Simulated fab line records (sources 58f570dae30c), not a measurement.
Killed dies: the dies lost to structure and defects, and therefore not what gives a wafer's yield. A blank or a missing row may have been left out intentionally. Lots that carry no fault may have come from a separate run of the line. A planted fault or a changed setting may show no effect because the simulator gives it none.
Which tool is to blame? || flow berkeley cmos170 || Sampling: 7 lots, 19 wafers, 3 of 331 route steps

WHAT THE GAUGES SHOWED, per wafer
UCB170_V1_THK_MEAS_04.
{"lot": "L227", "measured": "day 7 11:31", "on": "film metro-01", "V1_POLISHED_THK (nm)": "1000.7 1001.4 1001.9"}
{"lot": "L229", "measured": "day 8 09:17", "on": "film metro-02", "V1_POLISHED_THK (nm)": "999.3 999.6 999.4"}
{"lot": "L233", "measured": "day 8 23:34", "on": "film metro-01", "V1_POLISHED_THK (nm)": "1001.1 998.9 999.7"}
{"lot": "L237", "measured": "day 9 16:01", "on": "film metro-01", "V1_POLISHED_THK (nm)": "1000.1 1000.7 998.4"}
{"lot": "L236", "measured": "day 9 16:01", "on": "film metro-02", "V1_POLISHED_THK (nm)": "999.7 998.9 998.0"}
{"lot": "L240", "measured": "day 10 12:10", "on": "film metro-04", "V1_POLISHED_THK (nm)": 1359.0}
{"lot": "L248", "measured": "day 12 06:41", "on": "film metro-02", "V1_POLISHED_THK (nm)": "998.0 999.5 997.9"}

TOOL THAT RAN EACH LOT (tool first, then ch and the chambers of the sampled wafers, then the start)
{"lot": "L227", "UCB170_SILICIDE_RTA_04": "rtp anneal-02 ch 0, day 6 23:00", "UCB170_V1_CMP_02": "cmp-02 ch 0,2,3, day 7 11:09"}
{"lot": "L229", "UCB170_SILICIDE_RTA_04": "rtp anneal-02 ch 0, day 7 22:04", "UCB170_V1_CMP_02": "cmp-02 ch 0,1,3, day 8 08:52"}
{"lot": "L233", "UCB170_SILICIDE_RTA_04": "rtp anneal-02 ch 0, day 8 11:22", "UCB170_V1_CMP_02": "cmp-01 ch 0,1,2, day 8 23:08"}
{"lot": "L237", "UCB170_SILICIDE_RTA_04": "rtp anneal-02 ch 0, day 9 02:42", "UCB170_V1_CMP_02": "cmp-02 ch 0,2,3, day 9 15:35"}
{"lot": "L236", "UCB170_SILICIDE_RTA_04": "rtp anneal-01 ch 0, day 9 04:22", "UCB170_V1_CMP_02": "cmp-01 ch 1,2, day 9 15:35"}
{"lot": "L240", "UCB170_SILICIDE_RTA_04": "rtp anneal-02 ch 0, day 10 01:29", "UCB170_V1_CMP_02": "cmp-01 ch 2, day 10 11:55"}
{"lot": "L248", "UCB170_SILICIDE_RTA_04": "rtp anneal-01 ch 0, day 11 18:10", "UCB170_V1_CMP_02": "cmp-02 ch 0,1,3, day 12 06:23"}
- UCB170_SILICIDE_RTA_04: time 15 s.
- UCB170_V1_CMP_02: polishes SiO2.

THE ANSWER, worked out from the rows above alone
Rule: usual is defined by the lots themselves. Put in order of their means at a reading, lots are off if they are a third of the lots or fewer, leave a main group of 4 or more, and stand apart from it by a gap of 3 or more times the standard deviation of the main group's means; of several such gaps the widest counts. Not used: any main group whose means are identical at the precision the tables above print for the reading. Also off: a lot with no number at a reading for which 4 or more lots have one. All remaining lots with rows at the step are treated as sound.
Off: L240, seen at UCB170_V1_THK_MEAS_04 (V1_POLISHED_THK). Mean 999.6 nm and standard deviation 0.91 in the main group.
A tool fits if, at a process step before that reading, it ran every lot that is off, and no sound lot after the first of them. Gauges at UCB170_V1_THK_MEAS_04: tried the same way as those tools. Can't be told from this: 3 tools fit, rtp anneal-02 at UCB170_SILICIDE_RTA_04, cmp-01 at UCB170_V1_CMP_02, film metro-04 at UCB170_V1_THK_MEAS_04.

WHAT THE SIMULATOR HAD INSERTED
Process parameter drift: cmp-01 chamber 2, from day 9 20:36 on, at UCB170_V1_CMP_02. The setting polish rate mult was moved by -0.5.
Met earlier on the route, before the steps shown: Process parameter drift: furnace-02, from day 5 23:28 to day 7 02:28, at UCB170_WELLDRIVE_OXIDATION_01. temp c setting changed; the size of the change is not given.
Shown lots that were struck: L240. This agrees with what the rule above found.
